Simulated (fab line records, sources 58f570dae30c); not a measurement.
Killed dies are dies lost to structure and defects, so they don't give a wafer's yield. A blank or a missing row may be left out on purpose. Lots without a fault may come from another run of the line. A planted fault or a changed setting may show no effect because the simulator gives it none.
Which tool did it? | flow berkeley_cmos170 | 7 lots, 21 wafers sampled, at 2 steps of a route of 331

WHAT THE GAUGES READ, wafer by wafer
UCB170_M3_RS_MEAS_02: measures by four-point-probe.
lot  | measured     | on            | M3_AL_RS (ohm/sq)
L660 | day 8 16:50  | film_metro-04 | 0.0322 0.0316 0.0323
L662 | day 9 12:01  | film_metro-04 | 0.0328 0.0321 0.0321
L668 | day 11 01:10 | film_metro-02 | 0.0323 0.0327 0.0326
L670 | day 11 09:49 | film_metro-03 | 0.0445 0.0465 0.0462 0.0446 0.0464 0.0463
L674 | day 12 03:23 | film_metro-03 | 0.0325 0.0329 0.0327
L679 | day 14 06:58 | film_metro-02 | 0.0326 0.0320 0.0323
L681 | day 14 10:04 | film_metro-03 | 0.0318 0.0321 0.0320

WHICH TOOL RAN EACH LOT (tool, then ch and the chambers of the sampled wafers, then the start)
lot  | UCB170_M3_SPUTTER_01
L660 | pvd_sputter-02, day 8 16:43
L662 | pvd_sputter-03, day 9 11:56
L668 | pvd_sputter-01, day 11 01:05
L670 | pvd_sputter-02, day 11 09:41
L674 | pvd_sputter-01, day 12 03:18
L679 | pvd_sputter-03, day 14 06:53
L681 | pvd_sputter-03, day 14 09:58
- UCB170_M3_SPUTTER_01: material Al, target thk 900 nm, time 120 s.

THE ANSWER, worked out from the rows above alone
Rule: what is usual is taken from the lots themselves. Put in order of their means at a reading, lots are off if they are a third of the lots or fewer, leave a main group of 4 or more, and stand apart from it by a gap of 3 or more times the standard deviation of the main group's means; of several such gaps the widest counts. A main group whose means are all the same, to the digits that the tables above print for the reading, isn't used. A lot without any number at a reading at which 4 lots or more have one is off too. The other lots that the step has rows for count as sound.
Off: L670, at UCB170_M3_RS_MEAS_02 (M3_AL_RS). The main group: mean 0.0323 ohm/sq, standard deviation 0.00026.
A tool fits if, at a process step before that reading, it ran every lot that is off, and no sound lot after the first of them. The gauges at UCB170_M3_RS_MEAS_02 are tried like those tools. One fits: pvd_sputter-02 at UCB170_M3_SPUTTER_01. Its last sound lot is L660 (day 8 16:43), its first lot that is off L670 (day 11 09:41): a fault that began between those two fits.

WHAT THE SIMULATOR HAD PUT IN
Process parameter drift: pvd_sputter-02, from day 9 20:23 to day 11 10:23, at UCB170_M3_SPUTTER_01. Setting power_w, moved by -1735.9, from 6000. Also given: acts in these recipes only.
Lots struck among those shown: L670. The rule above found the same.
